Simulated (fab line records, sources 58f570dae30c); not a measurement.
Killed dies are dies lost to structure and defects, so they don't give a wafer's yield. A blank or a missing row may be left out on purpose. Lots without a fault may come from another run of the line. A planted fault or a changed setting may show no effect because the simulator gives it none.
Problem report in the 8D (eight disciplines) form, filled by code | flow berkeley_cmos170 | the parts of the form that need people (team, actions taken, sign-off) are left out

1. THE PROBLEM
rotation_deg at UCB170_PLDD_IMPLANT_08 reads a mean of 89.999 degrees on 6 wafers of 2 lots; wafers without a fault read 0.001 degrees with a standard deviation of 0.018. That is +99 or more standard deviations from the usual mean.
First seen on wafer L601.3, day 10 02:18, on implanter-02. The record holds 42 wafers of 14 lots with a number at this step. Rule for "out", or "out of limits": more than 4 standard deviations from the usual mean. The other wafers with a number count as sound.

2. WHAT IT IS AND WHAT IT IS NOT
question                    | is                     | is not
which readings at this step | rotation_deg           | -
which lots                  | L601, L603             | L587, L588, L589, L590, L592, L593, L598, L605, L606, L607, L608, L609
which wafers of those lots  | all that have a number | -
read on which tools         | implanter-02           | implanter-01, implanter-03
when                        | from day 10 02:18      | up to then (21 sound wafers); but 15 sound wafers of L605, L606, L607, L608, L609 came after

3. SUSPECTS, AND WHAT RULES EACH OUT
Counting: a tool at a process step up to the reading stays a suspect if it ran every lot that is out and no sound lot after the first of them.
- implanter-02 at UCB170_PLDD_IMPLANT_08: kept. It ran every lot that is out, first L601 (day 10 02:18), and no sound lot after that; its last sound lot up to then is L592 (day 8 05:13). Its own readings are out on those wafers: rotation_deg.
Left after counting: implanter-02 at UCB170_PLDD_IMPLANT_08.

4. THE CAUSE (what the simulator had put in)
Process parameter drift: implanter-02, from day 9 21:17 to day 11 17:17, at UCB170_PLDD_IMPLANT_08. Setting rotation_deg, moved by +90, from 0. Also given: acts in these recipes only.
Counting left only this tool.

5. THE CHAIN OF EFFECTS, in route order
Each row: a reading whose mean over the struck wafers that have a number lies more than 3 standard deviations from the usual. Only readings for which the record gives a usual standard deviation are gone through. hours: the time from each lot's start at the first step in this table that gives one to its start at this step, as a median over the lots. sigmas: the change in usual standard deviations.
hours | step                   | reading      | usual         | on struck wafers | change  | sigmas
0     | UCB170_PLDD_IMPLANT_08 | rotation_deg | 0.001 degrees | 89.999           | +89.998 | +99 or more
The process steps in it:
- UCB170_PLDD_IMPLANT_08

6. WHAT WOULD HAVE CAUGHT IT SOONER
In this record the first reading out of limits was taken at day 10 02:18, 5 hours after the fault began at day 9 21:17.
